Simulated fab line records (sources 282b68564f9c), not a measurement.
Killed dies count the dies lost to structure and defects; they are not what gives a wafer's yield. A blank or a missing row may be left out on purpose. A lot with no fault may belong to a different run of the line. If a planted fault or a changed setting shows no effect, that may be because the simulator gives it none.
Struck lot and sound lot, side by side | flow ritCmos | 14 out of 202 route steps
Sound: wafers L460.1, L460.2, L460.6. Struck: wafers L452.2, L452.3, L452.4. The cause comes at the end.
Each step with rows lists, per side, the tool, then ch with its chambers, then its first start. Under that, the readings that differ: sound wafers | struck wafers | difference of the means | sigmas: that difference in standard deviations of wafers without a fault.
alike: same words and numbers on both sides, and readings whose means sit less than 2 such deviations apart. not compared: any withheld reading, any reading some wafer has no value for, any bound like >300 that may hide the same value, and any number with overlapping values for which the record gives no deviation.
Wherever a step has rows on one side only, a row that says differs or no value, or a row with sigmas, the two part there. Non-overlapping numbers with no deviation appear without sigmas and do not part them. A reading that every wafer of one side lacks parts them only if that side has two wafers or more.

first, 2 steps without rows for these wafers: RIT_NRETRO_PEB_04; RIT_NRETRO_DEVELOP_05 (develop time 68 s).
RIT_NRETRO_OVL_MEAS_06:
  struck on overlay-01, day 4 07:33; sound on overlay-01, day 6 01:22
  alike: NRETRO_OVL
then, 2 steps without rows for these wafers: RIT_NRETRO_HARDBAKE_07 (time 120 s); RIT_NRETRO_IMPLANT_08.
RIT_NRETRO_STRIP_09: strips in O2, time 180 s.
  sound on plasmaAsher-01 ch 0,1, day 6 01:47; struck on plasmaAsher-04 ch 0,1, day 4 07:59
  alike: drypumpMotorCurrentA
  not compared: rfHoursCounterH
RIT_NRETRO_TW_MEAS_10:
  struck on filmMetro-03, day 4 08:10; sound on filmMetro-02, day 6 02:00
reading   | sound          | struck         | difference | sigmas
NRETRO_TW | 1042 1044 1048 | 1057 1062 1066 | +17        | +3
then, 5 steps without rows for these wafers: RIT_PRETRO_HMDS_00 (prime time 60 s); RIT_PRETRO_COAT_01 (resist thk 1300 nm); RIT_PRETRO_SOFTBAKE_02 (time 60 s); RIT_PRETRO_EXPOSE_03 (exposes mask M5, target cd 43700 nm); RIT_PRETRO_PEB_04.
RIT_PRETRO_DEVELOP_05: develop time 68 s.
  sound on lithoTrack-02 ch 0, day 6 02:00; struck on lithoTrack-02, day 4 09:00
  no value came back on the struck wafers for chillPlateTempC (C), developTimeS (s), developerTempC (C); on the sound wafers chillPlateTempC (C) reads 22.93 23.02 22.96
RIT_PRETRO_OVL_MEAS_06:
  struck on overlay-02, day 4 09:23; sound on overlay-02, day 6 02:56
reading         | sound         | struck | difference                    | sigmas
PRETRO_OVL (nm) | -2.2 -1.5 0.1 | - - -  | no value on the struck wafers | 

WHERE THEY PART
First at RIT_NRETRO_TW_MEAS_10; last, within this record, at RIT_PRETRO_OVL_MEAS_06.

WHY: the cause the simulator had injected
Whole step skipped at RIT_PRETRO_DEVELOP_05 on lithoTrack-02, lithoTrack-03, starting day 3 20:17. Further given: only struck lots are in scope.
